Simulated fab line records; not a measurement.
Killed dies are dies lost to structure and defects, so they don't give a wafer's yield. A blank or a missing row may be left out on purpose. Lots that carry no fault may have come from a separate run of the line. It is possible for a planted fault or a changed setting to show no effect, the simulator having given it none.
Code-filled problem report in 8D (eight disciplines) form ; flow berkeleyCmos170 ; the parts of the form that need people (team, actions taken, sign-off) are left out

## 1. THE ISSUE
Mean M2_AL_RS at UCB170_M2_RS_MEAS_02: 0.0301 ohm/sq over 6 wafers in 2 lots; fault-free wafers: 0.0321 ohm/sq, standard deviation 0.00033. Relative to the usual mean, that is a shift of -6.0 standard deviations.
The step: measures by four-point-probe.
First observed at day 11 17:43: wafer L630.1, on filmMetro-04. The record has a number at this step for 42 wafers belonging to 14 lots. Rule for "out" (also "out of limits"): further than 4 standard deviations from the usual mean. The other wafers with a number count as sound.

## 2. WHAT THIS IS AND IS NOT
question;is;is not
which readings at this step;M2_AL_RS;-
which lots;L630, L631;L611, L613, L614, L615, L616, L617, L619, L621, L622, L626, L632, L633
which wafers of those lots;all that have a number;-
read on which gauges;filmMetro-04;filmMetro-01, filmMetro-03
when;from day 11 17:43;"up to then (30 sound wafers); but 6 sound wafers of L632, L633 came after"

## 3. THE SUSPECTS, EACH WITH WHAT RULES IT OUT
Counting: a tool at a process step up to the reading stays a suspect if it ran every lot that is out and no sound lot after the first of them.
- the gauge at UCB170_M2_RS_MEAS_02: kept. All the wafers that are out were read on filmMetro-04, and no step on other tools shows them out.
- cmp-01 at UCB170_V1_CMP_02 (polishes SiO2): ruled out as a lasting fault. Sound lots L633 ran on it after its first lot that is out, L630 (day 11 15:20).
- pvdSputter-02 at UCB170_M2_SPUTTER_01 (material Al, target thk 900 nm, time 120 s): kept. It processed each lot that is out, first L630 at day 11 17:38, and no sound lot thereafter; up to then, the last sound lot it processed was L622 at day 11 01:08.
Left after counting: pvdSputter-02 at UCB170_M2_SPUTTER_01, filmMetro-04 at UCB170_M2_RS_MEAS_02.

## 4. THE CAUSE (what the simulator had put in)
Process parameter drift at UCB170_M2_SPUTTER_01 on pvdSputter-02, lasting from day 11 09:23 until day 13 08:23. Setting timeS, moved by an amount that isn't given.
After counting, 2 suspects remain, this tool included.

## 5. THE CHAIN OF EFFECTS, in route order
Each row: a reading whose mean over the struck wafers that have a number lies more than 3 standard deviations from the usual. Readings are gone through only where the record gives a usual standard deviation; hours: the median, over the lots, of the time from a lot's start at the first step in this table giving one to that lot's start at this step; sigmas: the change measured in usual standard deviations.
hours;step;reading;usual;on struck wafers;change;sigmas
0;UCB170_M2_RS_MEAS_02;M2_AL_RS;0.0321 ohm/sq;0.0301;-0.0020;-6.0
5;UCB170_M2_THK_MEAS_03;M2_AL_THK;899 nm;952;+52;+5.5

## 6. HOW IT WOULD HAVE BEEN CAUGHT EARLIER
The first out-of-limits reading at a measuring or inspecting step in this record came at day 11 17:43, 8 hours after the fault's start at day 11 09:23.
No tool reading at UCB170_M2_SPUTTER_01 that has a usual standard deviation in the record was out on any struck wafer, so an alarm limit of 4 standard deviations on those readings would not have fired.
Lots out: 2; of these, L631 started UCB170_M2_SPUTTER_01 on pvdSputter-02 after day 11 17:43. Had the tool been put on hold then, it would have been spared.
